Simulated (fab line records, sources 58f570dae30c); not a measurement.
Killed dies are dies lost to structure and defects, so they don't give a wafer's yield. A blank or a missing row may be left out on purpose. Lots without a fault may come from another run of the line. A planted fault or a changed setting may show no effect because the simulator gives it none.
Problem report in the 8D (eight disciplines) form, filled by code | flow berkeley_cmos170 | the parts of the form that need people (team, actions taken, sign-off) are left out

1. THE PROBLEM
NLDD_TW at UCB170_NLDD_TW_MEAS_11 reads a mean of 2368 on 9 wafers of 3 lots; wafers without a fault read 2215 with a standard deviation of 18. That is +8.5 standard deviations from the usual mean.
First seen on wafer L520.2, day 11 06:53, on film_metro-01. The record holds 45 wafers of 15 lots with a number at this step. Rule for "out", or "out of limits": more than 4 standard deviations from the usual mean. The other wafers with a number count as sound.

2. WHAT IT IS AND WHAT IT IS NOT
question                    | is                           | is not
which readings at this step | NLDD_TW                      | -
which lots                  | L520, L521, L523             | L504, L505, L506, L507, L510, L511, L513, L516, L518, L524, L525, L526
which wafers of those lots  | all that have a number       | -
read on which gauges        | film_metro-01, film_metro-03 | film_metro-02
when                        | from day 11 06:53            | up to then (27 sound wafers); but 9 sound wafers of L524, L525, L526 came after

3. SUSPECTS, AND WHAT RULES EACH OUT
Counting: a tool at a process step up to the reading stays a suspect if it ran every lot that is out and no sound lot after the first of them.
- the gauge at UCB170_NLDD_TW_MEAS_11: ruled out. The wafers that are out were read on 2 gauges (film_metro-01, film_metro-03).
- implanter-01 at UCB170_NLDD_IMPLANT_08: kept. It ran every lot that is out, first L520 (day 11 06:29), and no sound lot after that; its last sound lot up to then is L518 (day 10 13:38). Its own readings are out on those wafers: dose_ions_cm2, faraday_current_uA.
Left after counting: implanter-01 at UCB170_NLDD_IMPLANT_08.

4. THE CAUSE (what the simulator had put in)
Process parameter drift: implanter-01, from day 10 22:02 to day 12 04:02, at UCB170_NLDD_IMPLANT_08. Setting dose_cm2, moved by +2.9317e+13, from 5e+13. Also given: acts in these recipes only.
Counting left only this tool.

5. THE CHAIN OF EFFECTS, in route order
Each row: a reading whose mean over the struck wafers that have a number lies more than 3 standard deviations from the usual. Only readings for which the record gives a usual standard deviation are gone through. hours: the time from each lot's start at the first step in this table that gives one to its start at this step, as a median over the lots. sigmas: the change in usual standard deviations.
hours | step                       | reading            | usual        | on struck wafers | change     | sigmas
0     | UCB170_NLDD_IMPLANT_08     | dose_ions_cm2      | 5.001e+13    | 7.934e+13        | +2.933e+13 | +99 or more
0     | UCB170_NLDD_IMPLANT_08     | faraday_current_uA | 159          | 250              | +91        | +29
0     | UCB170_NLDD_TW_MEAS_11     | NLDD_TW            | 2215         | 2368             | +153       | +8.5
11    | UCB170_SDANNEAL_RS_MEAS_05 | NLDD_RS            | 616.4 ohm/sq | 517.6            | -98.8      | -66
The process steps in it:
- UCB170_NLDD_IMPLANT_08
Later measuring or inspecting steps at which every struck wafer that the step has a row for has a number for every such reading, and none has moved that far: UCB170_PSD_TW_MEAS_10.

6. WHAT WOULD HAVE CAUGHT IT SOONER
In this record the first reading out of limits at a measuring or inspecting step was taken at day 11 06:53, 9 hours after the fault began at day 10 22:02.
The tool's own readings at UCB170_NLDD_IMPLANT_08 were out on every struck wafer that the step has a row for (dose_ions_cm2, faraday_current_uA): an alarm limit on them would have fired on the first of those.
Of the lots that are out (3), L521, L523 began UCB170_NLDD_IMPLANT_08 on implanter-01 after day 11 06:53. A hold on the tool at that time would have spared those 2.
